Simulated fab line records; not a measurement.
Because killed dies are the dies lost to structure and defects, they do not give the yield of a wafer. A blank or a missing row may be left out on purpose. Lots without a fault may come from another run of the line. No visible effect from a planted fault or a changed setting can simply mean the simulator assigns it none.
What tool caused it? || flow berkeley-cmos170 || 14 lots, 42 wafers sampled, at 6 steps of a route of 331

== WHAT THE GAUGES SHOWED, per wafer ==
UCB170_PSD_TW_MEAS_10. Usual: for PSD_TW the level is 2332 and the standard deviation is 12.
{"lot": "L300", "measured": "day 6 03:35", "on": "film-metro-04", "PSD_TW": "2323 2339 2327", "flag": ""}
{"lot": "L302", "measured": "day 6 14:19", "on": "film-metro-02", "PSD_TW": "2350 2355 2333", "flag": ""}
{"lot": "L303", "measured": "day 7 00:59", "on": "film-metro-02", "PSD_TW": "2343 2344 2330", "flag": ""}
{"lot": "L304", "measured": "day 7 05:32", "on": "film-metro-02", "PSD_TW": "2342 2346 2359", "flag": ""}
{"lot": "L309", "measured": "day 8 08:26", "on": "film-metro-02", "PSD_TW": "2368 2347 2353", "flag": ""}
{"lot": "L310", "measured": "day 9 03:29", "on": "film-metro-04", "PSD_TW": "2326 2323 2325", "flag": ""}
{"lot": "L313", "measured": "day 9 08:42", "on": "film-metro-03", "PSD_TW": "2317 2320 2298", "flag": ""}
{"lot": "L312", "measured": "day 9 08:48", "on": "film-metro-04", "PSD_TW": "2308 2315 2309", "flag": ""}
{"lot": "L316", "measured": "day 9 18:04", "on": "film-metro-02", "PSD_TW": "2339 2324 2326", "flag": ""}
{"lot": "L317", "measured": "day 10 19:04", "on": "film-metro-03", "PSD_TW": "2326 2324 2324", "flag": ""}
{"lot": "L320", "measured": "day 10 19:29", "on": "film-metro-02", "PSD_TW": "2326 2344 2334", "flag": ""}
{"lot": "L321", "measured": "day 10 19:45", "on": "film-metro-04", "PSD_TW": "2325 2340 2345", "flag": ""}
{"lot": "L322", "measured": "day 11 09:41", "on": "film-metro-02", "PSD_TW": "2347 2336 2353", "flag": ""}
{"lot": "L323", "measured": "day 11 10:14", "on": "film-metro-04", "PSD_TW": "2331 2332 2334", "flag": ""}

UCB170_M1_RS_MEAS_01: a four-point-probe measurement. Usual: for M1_AL_RS the level is 0.0485 ohm/sq and the standard deviation is 0.00042.
{"lot": "L300", "measured": "day 6 14:39", "on": "film-metro-04", "M1_AL_RS (ohm/sq)": "0.0485 0.0490 0.0491", "flag": ""}
{"lot": "L302", "measured": "day 7 03:31", "on": "film-metro-02", "M1_AL_RS (ohm/sq)": "0.0479 0.0480 0.0477", "flag": ""}
{"lot": "L303", "measured": "day 7 15:14", "on": "film-metro-04", "M1_AL_RS (ohm/sq)": "0.0477 0.0479 0.0483", "flag": ""}
{"lot": "L304", "measured": "day 7 16:55", "on": "film-metro-04", "M1_AL_RS (ohm/sq)": "0.0489 0.0488 0.0491", "flag": ""}
{"lot": "L309", "measured": "day 8 16:40", "on": "film-metro-03", "M1_AL_RS (ohm/sq)": "0.0483 0.0479 0.0479", "flag": ""}
{"lot": "L310", "measured": "day 9 12:04", "on": "film-metro-04", "M1_AL_RS (ohm/sq)": "0.0489 0.0491 0.0486", "flag": ""}
{"lot": "L313", "measured": "day 9 18:44", "on": "film-metro-02", "M1_AL_RS (ohm/sq)": "0.0486 0.0484 0.0479", "flag": ""}
{"lot": "L312", "measured": "day 9 18:29", "on": "film-metro-04", "M1_AL_RS (ohm/sq)": "0.0489 0.0488 0.0489", "flag": ""}
{"lot": "L316", "measured": "day 10 04:31", "on": "film-metro-02", "M1_AL_RS (ohm/sq)": "0.0482 0.0481 0.0485", "flag": ""}
{"lot": "L317", "measured": "day 11 04:59", "on": "film-metro-02", "M1_AL_RS (ohm/sq)": "0.0486 0.0486 0.0490", "flag": ""}
{"lot": "L320", "measured": "day 11 07:05", "on": "film-metro-02", "M1_AL_RS (ohm/sq)": "0.0487 0.0488 0.0491", "flag": ""}
{"lot": "L321", "measured": "day 11 07:40", "on": "film-metro-02", "M1_AL_RS (ohm/sq)": "0.0485 0.0485 0.0491", "flag": ""}
{"lot": "L322", "measured": "day 11 22:06", "on": "film-metro-03", "M1_AL_RS (ohm/sq)": "0.0486 0.0489 0.0488", "flag": ""}
{"lot": "L323", "measured": "day 11 23:14", "on": "film-metro-04", "M1_AL_RS (ohm/sq)": "0.0486 0.0489 0.0482", "flag": ""}

UCB170_M2_RS_MEAS_02: a four-point-probe measurement. Usual: for M2_AL_RS the level is 0.03212 ohm/sq and the standard deviation is 0.00029.
{"lot": "L300", "measured": "day 6 23:01", "on": "film-metro-02", "M2_AL_RS (ohm/sq)": "0.03214 0.03208 0.03197", "flag": ""}
{"lot": "L302", "measured": "day 7 12:31", "on": "film-metro-04", "M2_AL_RS (ohm/sq)": "0.03188 0.03187 0.03211", "flag": ""}
{"lot": "L303", "measured": "day 8 00:31", "on": "film-metro-02", "M2_AL_RS (ohm/sq)": "0.03205 0.0324 0.0322", "flag": ""}
{"lot": "L304", "measured": "day 8 00:47", "on": "film-metro-04", "M2_AL_RS (ohm/sq)": "0.03219 0.03187 0.03204", "flag": ""}
{"lot": "L309", "measured": "day 9 02:59", "on": "film-metro-01", "M2_AL_RS (ohm/sq)": "0.03195 0.03223 0.03195", "flag": ""}
{"lot": "L310", "measured": "day 9 21:38", "on": "film-metro-01", "M2_AL_RS (ohm/sq)": "0.03219 0.0321 0.03199", "flag": ""}
{"lot": "L313", "measured": "day 10 01:46", "on": "film-metro-01", "M2_AL_RS (ohm/sq)": "0.03162 0.03164 0.0319", "flag": ""}
{"lot": "L312", "measured": "day 10 01:32", "on": "film-metro-02", "M2_AL_RS (ohm/sq)": "0.02902 0.0324 0.02895", "flag": "OFF"}
{"lot": "L316", "measured": "day 10 13:16", "on": "film-metro-01", "M2_AL_RS (ohm/sq)": "0.02869 0.03181 0.03195", "flag": "OFF"}
{"lot": "L317", "measured": "day 11 15:04", "on": "film-metro-02", "M2_AL_RS (ohm/sq)": "0.03168 0.03192 0.03178", "flag": ""}
{"lot": "L320", "measured": "day 11 17:26", "on": "film-metro-02", "M2_AL_RS (ohm/sq)": "0.03194 0.03198 0.03209", "flag": ""}
{"lot": "L321", "measured": "day 11 17:37", "on": "film-metro-04", "M2_AL_RS (ohm/sq)": "0.03199 0.03194 0.03204", "flag": ""}
{"lot": "L322", "measured": "day 12 09:31", "on": "film-metro-04", "M2_AL_RS (ohm/sq)": "0.03169 0.03194 0.03194", "flag": ""}
{"lot": "L323", "measured": "day 12 09:25", "on": "film-metro-01", "M2_AL_RS (ohm/sq)": "0.0327 0.03249 0.03242", "flag": ""}

UCB170_M2_THK_MEAS_03: measures by xrf. Usual: for M2_AL_THK the level is 894 nm and the standard deviation is 9.4.
{"lot": "L300", "measured": "day 6 23:08", "on": "film-metro-02", "M2_AL_THK (nm)": "884 884 891", "flag": ""}
{"lot": "L302", "measured": "day 7 12:38", "on": "film-metro-04", "M2_AL_THK (nm)": "903 905 905", "flag": ""}
{"lot": "L303", "measured": "day 8 00:38", "on": "film-metro-02", "M2_AL_THK (nm)": "889 874 879", "flag": ""}
{"lot": "L304", "measured": "day 8 00:53", "on": "film-metro-04", "M2_AL_THK (nm)": "887 901 898", "flag": ""}
{"lot": "L309", "measured": "day 9 03:07", "on": "film-metro-01", "M2_AL_THK (nm)": "908 900 901", "flag": ""}
{"lot": "L310", "measured": "day 9 21:44", "on": "film-metro-01", "M2_AL_THK (nm)": "898 901 903", "flag": ""}
{"lot": "L313", "measured": "day 10 01:53", "on": "film-metro-01", "M2_AL_THK (nm)": "917 907 905", "flag": ""}
{"lot": "L312", "measured": "day 10 01:38", "on": "film-metro-02", "M2_AL_THK (nm)": "976 884 981", "flag": "OFF"}
{"lot": "L316", "measured": "day 10 13:23", "on": "film-metro-01", "M2_AL_THK (nm)": "999 902 900", "flag": "OFF"}
{"lot": "L317", "measured": "day 11 15:11", "on": "film-metro-02", "M2_AL_THK (nm)": "898 895 893", "flag": ""}
{"lot": "L320", "measured": "day 11 17:33", "on": "film-metro-02", "M2_AL_THK (nm)": "891 887 888", "flag": ""}
{"lot": "L321", "measured": "day 11 17:44", "on": "film-metro-04", "M2_AL_THK (nm)": "897 894 895", "flag": ""}
{"lot": "L322", "measured": "day 12 09:38", "on": "film-metro-04", "M2_AL_THK (nm)": "900 894 891", "flag": ""}
{"lot": "L323", "measured": "day 12 09:32", "on": "film-metro-01", "M2_AL_THK (nm)": "886 892 898", "flag": ""}

UCB170_M3_OVL_MEAS_16. Usual: for M3_OVL the level is 1 nm and the standard deviation is 5.7.
{"lot": "L300", "measured": "day 7 08:16", "on": "overlay-02", "M3_OVL (nm)": "-4 -1 -6", "flag": ""}
{"lot": "L302", "measured": "day 7 19:58", "on": "overlay-02", "M3_OVL (nm)": "0 -3 9", "flag": ""}
{"lot": "L303", "measured": "day 8 07:47", "on": "overlay-02", "M3_OVL (nm)": "7 7 0", "flag": ""}
{"lot": "L304", "measured": "day 8 08:20", "on": "overlay-02", "M3_OVL (nm)": "-1 -3 -4", "flag": ""}
{"lot": "L309", "measured": "day 9 09:56", "on": "overlay-02", "M3_OVL (nm)": "3 -6 5", "flag": ""}
{"lot": "L310", "measured": "day 10 05:14", "on": "overlay-01", "M3_OVL (nm)": "-4 -2 -6", "flag": ""}
{"lot": "L313", "measured": "day 10 11:54", "on": "overlay-01", "M3_OVL (nm)": "12 7 12", "flag": ""}
{"lot": "L312", "measured": "day 10 11:13", "on": "overlay-02", "M3_OVL (nm)": "-1 10 7", "flag": ""}
{"lot": "L316", "measured": "day 10 20:38", "on": "overlay-01", "M3_OVL (nm)": "-1 0 -1", "flag": ""}
{"lot": "L317", "measured": "day 11 23:53", "on": "overlay-02", "M3_OVL (nm)": "-3 -3 6", "flag": ""}
{"lot": "L320", "measured": "day 12 03:03", "on": "overlay-02", "M3_OVL (nm)": "4 4 9", "flag": ""}
{"lot": "L321", "measured": "day 12 03:08", "on": "overlay-01", "M3_OVL (nm)": "12 5 -4", "flag": ""}
{"lot": "L322", "measured": "day 12 18:32", "on": "overlay-01", "M3_OVL (nm)": "2 3 8", "flag": ""}
{"lot": "L323", "measured": "day 12 18:02", "on": "overlay-01", "M3_OVL (nm)": "-9 -1 -1", "flag": ""}

== TOOL THAT RAN EACH LOT (tool first, then ch and the chambers of the sampled wafers, then the start) ==
{"lot": "L300", "UCB170_M2_SPUTTER_01": "pvd-sputter-01, day 6 22:55"}
{"lot": "L302", "UCB170_M2_SPUTTER_01": "pvd-sputter-01, day 7 12:26"}
{"lot": "L303", "UCB170_M2_SPUTTER_01": "pvd-sputter-02, day 8 00:26"}
{"lot": "L304", "UCB170_M2_SPUTTER_01": "pvd-sputter-03, day 8 00:40"}
{"lot": "L309", "UCB170_M2_SPUTTER_01": "pvd-sputter-03, day 9 02:55"}
{"lot": "L310", "UCB170_M2_SPUTTER_01": "pvd-sputter-03, day 9 21:31"}
{"lot": "L313", "UCB170_M2_SPUTTER_01": "pvd-sputter-03, day 10 01:41"}
{"lot": "L312", "UCB170_M2_SPUTTER_01": "pvd-sputter-01, day 10 01:25"}
{"lot": "L316", "UCB170_M2_SPUTTER_01": "pvd-sputter-01, day 10 13:10"}
{"lot": "L317", "UCB170_M2_SPUTTER_01": "pvd-sputter-03, day 11 14:59"}
{"lot": "L320", "UCB170_M2_SPUTTER_01": "pvd-sputter-02, day 11 17:20"}
{"lot": "L321", "UCB170_M2_SPUTTER_01": "pvd-sputter-03, day 11 17:32"}
{"lot": "L322", "UCB170_M2_SPUTTER_01": "pvd-sputter-03, day 12 09:26"}
{"lot": "L323", "UCB170_M2_SPUTTER_01": "pvd-sputter-02, day 12 09:19"}
- UCB170_M2_SPUTTER_01: material Al, target thk 900 nm, time 120 s.

== WHAT THE TOOLS THEMSELVES READ (means of the sampled wafers that have a number; where no wafer has one, the mark that the record gives instead) ==
UCB170_M2_SPUTTER_01. Usual: cathode-dc-power-W 5999.9 W, standard deviation 1.2; throttle-valve-pct 30.0 %, standard deviation 0.72.
{"lot": "L300", "tool": "pvd-sputter-01", "cathode-dc-power-W (W)": 5999.4, "throttle-valve-pct (%)": 29.7, "flag": ""}
{"lot": "L302", "tool": "pvd-sputter-01", "cathode-dc-power-W (W)": 6000.0, "throttle-valve-pct (%)": 30.0, "flag": ""}
{"lot": "L303", "tool": "pvd-sputter-02", "cathode-dc-power-W (W)": 6000.2, "throttle-valve-pct (%)": 29.5, "flag": ""}
{"lot": "L304", "tool": "pvd-sputter-03", "cathode-dc-power-W (W)": 5999.4, "throttle-valve-pct (%)": 30.4, "flag": ""}
{"lot": "L309", "tool": "pvd-sputter-03", "cathode-dc-power-W (W)": 5999.2, "throttle-valve-pct (%)": 30.1, "flag": ""}
{"lot": "L310", "tool": "pvd-sputter-03", "cathode-dc-power-W (W)": 6000.0, "throttle-valve-pct (%)": 30.9, "flag": ""}
{"lot": "L313", "tool": "pvd-sputter-03", "cathode-dc-power-W (W)": 6000.0, "throttle-valve-pct (%)": 30.6, "flag": ""}
{"lot": "L312", "tool": "pvd-sputter-01", "cathode-dc-power-W (W)": 6000.6, "throttle-valve-pct (%)": 29.7, "flag": ""}
{"lot": "L316", "tool": "pvd-sputter-01", "cathode-dc-power-W (W)": 6000.2, "throttle-valve-pct (%)": 29.9, "flag": ""}
{"lot": "L317", "tool": "pvd-sputter-03", "cathode-dc-power-W (W)": 5998.8, "throttle-valve-pct (%)": 30.6, "flag": ""}
{"lot": "L320", "tool": "pvd-sputter-02", "cathode-dc-power-W (W)": 5999.4, "throttle-valve-pct (%)": 29.4, "flag": ""}
{"lot": "L321", "tool": "pvd-sputter-03", "cathode-dc-power-W (W)": 6000.5, "throttle-valve-pct (%)": 31.0, "flag": ""}
{"lot": "L322", "tool": "pvd-sputter-03", "cathode-dc-power-W (W)": 5999.6, "throttle-valve-pct (%)": 30.5, "flag": ""}
{"lot": "L323", "tool": "pvd-sputter-02", "cathode-dc-power-W (W)": 6001.3, "throttle-valve-pct (%)": 28.9, "flag": ""}

== THE ANSWER, worked out from the rows above alone ==
Rule: lot off if the mean of its wafers having a number is beyond 3 standard deviations from the usual mean. Also off: a lot with no number at a reading for which 4 or more lots have one. Any other lot the step has rows for is counted as sound. First the gauges in route order, then the tools' own readings, where a lot's mean is used as printed above. The first step at which some lot is off is used, and at that step the reading that is off furthest; a lot without a number counts as furthest.
Off: L312, L316, seen at UCB170_M2_RS_MEAS_02 (M2_AL_RS).
A tool fits if, at a process step before that reading, it ran every lot that is off, and no sound lot after the first of them. Gauges at UCB170_M2_RS_MEAS_02: tried the same way as those tools. One candidate fits, namely pvd-sputter-01 at UCB170_M2_SPUTTER_01. A fault onset in the window from L302 (day 7 12:26, its last sound lot) to L312 (day 10 01:25, its first lot off) fits.

== WHAT WAS PUT IN BY THE SIMULATOR ==
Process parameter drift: pvd-sputter-01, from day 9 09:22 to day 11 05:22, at UCB170_M2_SPUTTER_01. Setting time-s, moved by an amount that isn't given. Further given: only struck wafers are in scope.
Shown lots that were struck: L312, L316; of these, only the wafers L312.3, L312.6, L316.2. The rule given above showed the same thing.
